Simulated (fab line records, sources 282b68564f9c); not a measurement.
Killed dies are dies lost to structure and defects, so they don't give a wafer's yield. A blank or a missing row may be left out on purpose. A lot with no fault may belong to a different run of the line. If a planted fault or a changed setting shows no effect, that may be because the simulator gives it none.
Struck lot and sound lot, side by side + flow rit-cmos + 30 out of 202 route steps
Sound: these wafers, L762.2, L762.3, L762.5. Wafers struck: L773.1, L773.3, L773.5. Last of all comes the cause.
At each step with rows: each side's tool, then ch and its chambers, then its first start. Under that, the readings that differ: sound wafers + struck wafers + difference of the means + sigmas: that difference in standard deviations of wafers without a fault.
alike: a reading whose means differ by less than 2 such deviations, as well as words and numbers matching on both sides. not compared: withheld readings; readings where some wafer has no value; bounds like >300 that might hide an equal value; numbers whose values overlap and for which the record gives no deviation.
A row with sigmas, a row that says differs or no value, or rows on one side alone: a step with any of these is where the two part. When numbers do not overlap yet have no deviation, they are printed without sigmas and do not part them. A reading missing from all wafers of one side parts the sides only when that side holds two or more wafers.

RIT_FOX2_THK_MEAS_01:
  sound on film-metro-02 at day 2 20:43; struck on film-metro-02 at day 5 03:22
  alike: FOX2_OXIDE_THK
then, 2 steps without rows for these wafers: RIT_FOX2_CLEAN_02 (cleans in dHF, time 180 s); RIT_FOX2_WET_ETCH_03 (etches Si3N4 in H3PO4, target depth 195 nm, time 2700 s).
RIT_FOX2_THK_MEAS_90:
  sound on film-metro-02 at day 2 21:39; struck on film-metro-02 at day 5 04:17
  alike: FIELD_OXIDE_LEFT_1_THK
then, 6 steps without rows for these wafers: RIT_NWELL_HMDS_00 (prime time 60 s); RIT_NWELL_COAT_01 (resist thk 1300 nm); RIT_NWELL_SOFTBAKE_02 (time 60 s); RIT_NWELL_EXPOSE_03 (exposes mask M2, target cd 43900 nm); RIT_NWELL_PEB_04; RIT_NWELL_DEVELOP_05 (develop time 68 s).
RIT_NWELL_OVL_MEAS_06:
  sound on overlay-01 at day 2 22:43; struck on overlay-01 at day 5 05:14
| reading        | sound          | struck      | difference | sigmas |
|----------------|----------------|-------------|------------|--------|
| NWELL_OVL (nm) | -3.4 -3.5 -3.9 | 0.5 0.1 0.3 | +3.9       | +3     |
then, 1 step without rows for these wafers: RIT_NWELL_HARDBAKE_07 (time 120 s).
RIT_NWELL_IMPLANT_08:
  sound on implanter-02 ch 0, day 2 23:01; struck on implanter-02 ch 0, day 5 05:31
| reading       | sound                         | struck                        | difference | sigmas |
|---------------|-------------------------------|-------------------------------|------------|--------|
| dose-ions-cm2 | 5.005e+13 5.004e+13 5.005e+13 | 4.795e+13 4.809e+13 4.795e+13 | -2.050e+12 | -42    |
  alike: end-station-pressure-torr
RIT_NWELL_STRIP_09: strips in O2, time 180 s.
  sound on plasma-asher-02 ch 0,1, day 2 23:09; struck on plasma-asher-03 ch 1, day 5 05:40
| reading                     | sound       | struck      | difference | sigmas |
|-----------------------------|-------------|-------------|------------|--------|
| drypump-motor-current-A (A) | 5.4 6.1 6.1 | 5.1 5.0 5.1 | -0.8       | -2     |
  not compared: rf-hours-counter-h
RIT_NWELL_TW_MEAS_10:
  sound on film-metro-04 at day 2 23:20; struck on film-metro-03 at day 5 05:51
| reading  | sound          | struck         | difference | sigmas |
|----------|----------------|----------------|------------|--------|
| NWELL_TW | 2172 2153 2154 | 2089 2107 2096 | -62        | -4     |
then, 6 steps without rows for these wafers: RIT_PWELL_HMDS_00 (prime time 60 s); RIT_PWELL_COAT_01 (resist thk 1300 nm); RIT_PWELL_SOFTBAKE_02 (time 60 s); RIT_PWELL_EXPOSE_03 (exposes mask M3, target cd 43700 nm); RIT_PWELL_PEB_04; RIT_PWELL_DEVELOP_05 (develop time 68 s).
RIT_PWELL_OVL_MEAS_06:
  sound on overlay-01 at day 3 00:23; struck on overlay-01 at day 5 06:47
  alike: PWELL_OVL
then, 2 steps without rows for these wafers: RIT_PWELL_HARDBAKE_07 (time 120 s); RIT_PWELL_IMPLANT_08.
RIT_PWELL_STRIP_09: strips in O2, time 180 s.
  sound on plasma-asher-01 ch 0, day 3 00:49; struck on plasma-asher-03 ch 0,1, day 5 07:13
  alike: drypump-motor-current-A
  not compared: rf-hours-counter-h
RIT_PWELL_TW_MEAS_10:
  sound on film-metro-04 at day 3 01:01; struck on film-metro-03 at day 5 07:24
| reading  | sound       | struck      | difference | sigmas |
|----------|-------------|-------------|------------|--------|
| PWELL_TW | 959 956 953 | 942 945 942 | -13        | -3     |
then, 1 step without rows for these wafers: RIT_WELLDRIVE_ANNEAL_00 (time 14700 s).
RIT_WELLDRIVE_RS_MEAS_01: measurement is done with a four-point probe.
  sound on film-metro-03 at day 3 06:10; struck on film-metro-02 at day 5 12:32
| reading           | sound             | struck            | difference | sigmas |
|-------------------|-------------------|-------------------|------------|--------|
| NWELL_RS (ohm/sq) | 274.3 273.1 273.0 | 282.6 281.5 281.9 | +8.5       | +10    |
RIT_WELLDRIVE_RS_MEAS_02: measurement is done with a four-point probe.
  sound on film-metro-03 at day 3 06:17; struck on film-metro-02 at day 5 12:40
  alike: PWELL_RS
RIT_M1_PROBE_99:
  sound on prober-01 at day 4 10:49; struck on prober-01 at day 6 17:29
| reading                                 | sound             | struck            | difference | sigmas |
|-----------------------------------------|-------------------|-------------------|------------|--------|
| model.etest.nwell-pinched.rs-ohm-sq     | 334.9 335.8 326.8 | 348.7 344.2 346   | +13.8      |        |
| model.etest.well-edge-right.line-ohm-um | 180.4 181.2 181.3 | 190.4 186.6 189.4 | +7.8       |        |
| model.etest.well-edge-left.line-ohm-um  | 181.8 181.1 178.8 | 187.4 183.9 189   | +6.2       |        |
  alike: killed-at-contacts, killed-at-front-end, killed-dies, killed-open, killed-short

WHERE THEY PART
At RIT_NWELL_OVL_MEAS_06 first; at RIT_WELLDRIVE_RS_MEAS_01 last (within this record only). Later steps at which nothing parts them and some readings are alike: RIT_WELLDRIVE_RS_MEAS_02, RIT_M1_PROBE_99.

WHY: what had been put in by the simulator
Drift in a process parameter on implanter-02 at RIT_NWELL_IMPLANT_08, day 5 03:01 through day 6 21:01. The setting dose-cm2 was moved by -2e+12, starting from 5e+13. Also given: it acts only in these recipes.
